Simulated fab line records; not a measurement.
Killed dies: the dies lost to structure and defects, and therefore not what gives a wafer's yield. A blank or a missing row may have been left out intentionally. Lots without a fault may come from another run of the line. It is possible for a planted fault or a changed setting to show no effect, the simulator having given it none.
Problem report in the 8D (eight disciplines) form, filled by code + flow berkeleyCmos170 + the parts of the form that need people (team, actions taken, sign-off) are left out

== 1. THE ISSUE ==
Mean of rfFwdPowerW at UCB170_V1_ETCH_14: 613.3 W across 3 wafers in 2 lots; on wafers with no fault it is 698.1 W (standard deviation 2). Measured from the usual mean, that is -42 standard deviations.
The step: etches SiO2 in CHF3/CF4/Ar, stops on Al, target depth 1250 nm, time 291 s.
Seen first at day 11 19:14 on rieDiel-02, wafer L263.4. At this step, 18 wafers from 6 lots have a number in the record. By rule, "out" or "out of limits" means more than 4 standard deviations away from the usual mean. The rest of the wafers with a number are treated as sound.

== 2. WHAT IT IS AND WHAT IT IS NOT ==
| question                    | is                     | is not                                                                    |
|-----------------------------|------------------------|---------------------------------------------------------------------------|
| which readings at this step | rfFwdPowerW            | CHF3_flow_sccm, drypumpMotorCurrentA, oesProductAu, throttleValvePct      |
| which lots                  | L263, L266             | L247, L249, L257, L264                                                    |
| which wafers of those lots  | L263.4, L263.6, L266.2 | L263.3, L266.5, L266.6                                                    |
| read on which tools         | rieDiel-02             | rieDiel-04                                                                |
| when                        | from day 11 19:14      | up to then (10 sound wafers); but 5 sound wafers of L264, L266 came after |

== 3. SUSPECTS, AND WHAT RULES EACH OUT ==
Counting: a tool at a process step up to the reading stays a suspect if it ran every lot that is out. Sound lots after the first of them don't rule it out here, since some wafers of a struck lot are sound.
- cmp-02 at UCB170_V1_CMP_02 (polishes SiO2): kept. It processed each lot that is out (first: L263, day 11 17:05); up to then, its last sound lot is L257 (day 10 01:18).
- rieDiel-02 at UCB170_V1_ETCH_14 (etches SiO2 in CHF3/CF4/Ar, stops on Al, target depth 1250 nm, time 291 s): kept. It processed each lot that is out (first: L263, day 11 19:14); up to then, its last sound lot is L257 (day 10 05:16). Its own rfFwdPowerW readings are out on those wafers.
- rieDiel-02, UCB170_V1_ETCH_14: wafers that are out in chamber 0, sound lot-mates in chambers 1, 2.
Left after counting: cmp-02 at UCB170_V1_CMP_02, rieDiel-02 at UCB170_V1_ETCH_14.

== 4. THE CAUSE (what the simulator had put in) ==
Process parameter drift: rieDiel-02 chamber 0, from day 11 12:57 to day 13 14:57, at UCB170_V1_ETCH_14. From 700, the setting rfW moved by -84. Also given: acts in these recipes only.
Counting leaves 2 suspects; this tool is one of them.

== 5. SEQUENCE OF EFFECTS, ordered by route ==
Each row: a reading where the mean over the struck wafers with a number is more than 3 standard deviations away from the usual. Only readings whose record carries a usual standard deviation are examined. hours: median over the lots of the time between each lot's start at the first step of this table that gives one and its start at this step. sigmas: the change, counted in usual standard deviations.
| hours | step               | reading              | usual   | on struck wafers | change | sigmas |
|-------|--------------------|----------------------|---------|------------------|--------|--------|
| 0     | UCB170_V1_ETCH_14  | rfFwdPowerW          | 698.1 W | 613.3            | -84.8  | -42    |
| 0     | UCB170_V1_STRIP_15 | stripTimeToEndpointS | 15.31 s | 15.78            | +0.47  | +4.8   |
Its process steps:
- UCB170_V1_ETCH_14: etches SiO2 in CHF3/CF4/Ar, stops on Al, target depth 1250 nm, time 291 s.
- UCB170_V1_STRIP_15: strips in O2.
Later steps that measure or inspect, where all struck wafers having a row at the step show a number for every such reading and not one has moved that far: UCB170_V1_CD_MEAS_90.

== 6. WHAT WOULD HAVE CAUGHT IT SOONER ==
In this record the first reading out of limits was taken at day 11 19:14, 6 hours after the fault began at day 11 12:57.
